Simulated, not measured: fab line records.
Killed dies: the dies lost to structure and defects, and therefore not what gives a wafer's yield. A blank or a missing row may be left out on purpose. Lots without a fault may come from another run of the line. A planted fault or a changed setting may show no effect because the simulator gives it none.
A lot that was struck, set against a sound lot ; flow rit-cmos ; 31 out of 202 route steps
Sound: wafers L872.1, L872.4, L872.6. The struck wafers were L885.2, L885.4, L885.5. The cause is named last.
Each step with rows lists, per side, the tool, then ch with its chambers, then its first start. Under that, the readings that differ: sound wafers ; struck wafers ; difference of the means ; sigmas: that difference in standard deviations of wafers without a fault.
alike: words and numbers the same on both sides, and readings whose means are apart by under 2 such deviations; not compared: readings that were withheld, readings missing a value for some wafer, numbers with overlapping values and no deviation given by the record, and bounds like >300 which may hide the same value.
The two part at a step that has a row with sigmas, a row that says differs or no value, or rows on one side only. Numbers that have no deviation but don't overlap get no sigmas and don't part them. Lack of a reading on every wafer of one side parts them only where that side has two or more wafers.

RIT_NRETRO_TW_MEAS_10:
  struck on film-metro-02, day 4 23:28; sound on film-metro-02, day 2 06:44
  alike: NRETRO_TW
then, 6 steps without rows for these wafers: RIT_PRETRO_HMDS_00 (prime time 60 s); RIT_PRETRO_COAT_01 (resist thk 1300 nm); RIT_PRETRO_SOFTBAKE_02 (time 60 s); RIT_PRETRO_EXPOSE_03 (exposes mask M5, target cd 43700 nm); RIT_PRETRO_PEB_04; RIT_PRETRO_DEVELOP_05 (develop time 68 s).
RIT_PRETRO_OVL_MEAS_06:
  struck on overlay-02, day 5 00:24; sound on overlay-02, day 2 07:51
  alike: PRETRO_OVL
then, 2 steps without rows for these wafers: RIT_PRETRO_HARDBAKE_07 (time 120 s); RIT_PRETRO_IMPLANT_08.
RIT_PRETRO_STRIP_09: strips in O2, time 180 s.
  sound on plasma-asher-02 ch 0,1, day 2 08:17; struck on plasma-asher-01 ch 1, day 5 00:50
  alike: drypump-motor-current-A
  not compared: rf-hours-counter-h
RIT_PRETRO_TW_MEAS_10:
  struck on film-metro-04, day 5 01:01; sound on film-metro-01, day 2 08:28
  alike: PRETRO_TW
RIT_GATE_WET_ETCH_00: etches SiO2 in BOE, target depth 56 nm, time 60 s.
  sound on wet-bench-04 ch 0, day 2 08:31; struck on wet-bench-04 ch 3, day 5 01:04
reading;sound;struck;difference;sigmas
run-length-s (s);85.3 85.3 85.3;67.9 67.9 67.9;-17.4;-7
model.SiO2_of_FOX2_OXIDATION_00.thk-nm (nm);268.3 261.2 263.8;282 284.8 286.2;+20;
then, 13 steps without rows for these wafers: RIT_GATE_CLEAN_01 (cleans in SC1, time 600 s); RIT_GATE_CLEAN_02 (cleans in dHF, time 30 s); RIT_GATE_CLEAN_03 (cleans in SC2, time 600 s); RIT_GATE_CLEAN_04 (cleans in dHF, time 60 s); RIT_GATE_OXIDATION_05 (target thk 3 nm, ox time 270 s); RIT_GATE_ANNEAL_06 (time 600 s); RIT_GATE_CVD_08 (deposits poly-Si from SiH4, target thk 250 nm, time 2220 s); RIT_GATE_HMDS_10 (prime time 60 s); RIT_GATE_COAT_11 (resist thk 850 nm); RIT_GATE_SOFTBAKE_12 (time 60 s); RIT_GATE_EXPOSE_13 (exposes mask M6, target cd 150 nm); RIT_GATE_PEB_14; RIT_GATE_DEVELOP_15 (develop time 50 s).
RIT_GATE_CD_MEAS_16 targets a cd of 150 nm.
  struck on cd-sem-02, day 5 06:02; sound on cd-sem-02, day 2 13:02
  alike: cd-nm
RIT_GATE_OVL_MEAS_17:
  struck on overlay-02, day 5 06:08; sound on overlay-02, day 2 13:09
  alike: GATE_OVL
then, 1 step without rows for these wafers: RIT_GATE_HARDBAKE_18 (time 60 s).
RIT_GATE_ETCH_19: etches poly-Si in SF6/CHF3/O2, stops on SiO2, time 165 s, target depth 312.5 nm.
  sound on rie-si-01 ch 0,1,2, day 2 13:21; struck on rie-si-02 ch 0,2, day 5 06:19
reading;sound;struck;difference;sigmas
model.SiO2_of_FOX2_OXIDATION_00.thk-nm (nm);244.9 238.1 240.8;259.3 262 263.4;+20.3;
  alike: CHF3_flow_sccm, drypump-motor-current-A, oes-product-au, run-length-s, throttle-valve-pct
  not compared: rf-hours-counter-h
RIT_GATE_STRIP_20: strips in O2, time 180 s.
  sound on plasma-asher-01 ch 0,1, day 2 13:28; struck on plasma-asher-04 ch 0,1, day 5 06:25
  alike: drypump-motor-current-A
  not compared: rf-hours-counter-h

WHERE THEY PART
Within this record, at RIT_GATE_WET_ETCH_00 only. Later steps at which nothing parts them and some readings are alike: RIT_GATE_CD_MEAS_16, RIT_GATE_OVL_MEAS_17, RIT_GATE_ETCH_19, RIT_GATE_STRIP_20.

WHY: what the simulator had put in
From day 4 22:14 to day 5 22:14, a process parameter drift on wet-bench-04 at RIT_GATE_WET_ETCH_00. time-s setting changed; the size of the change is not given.
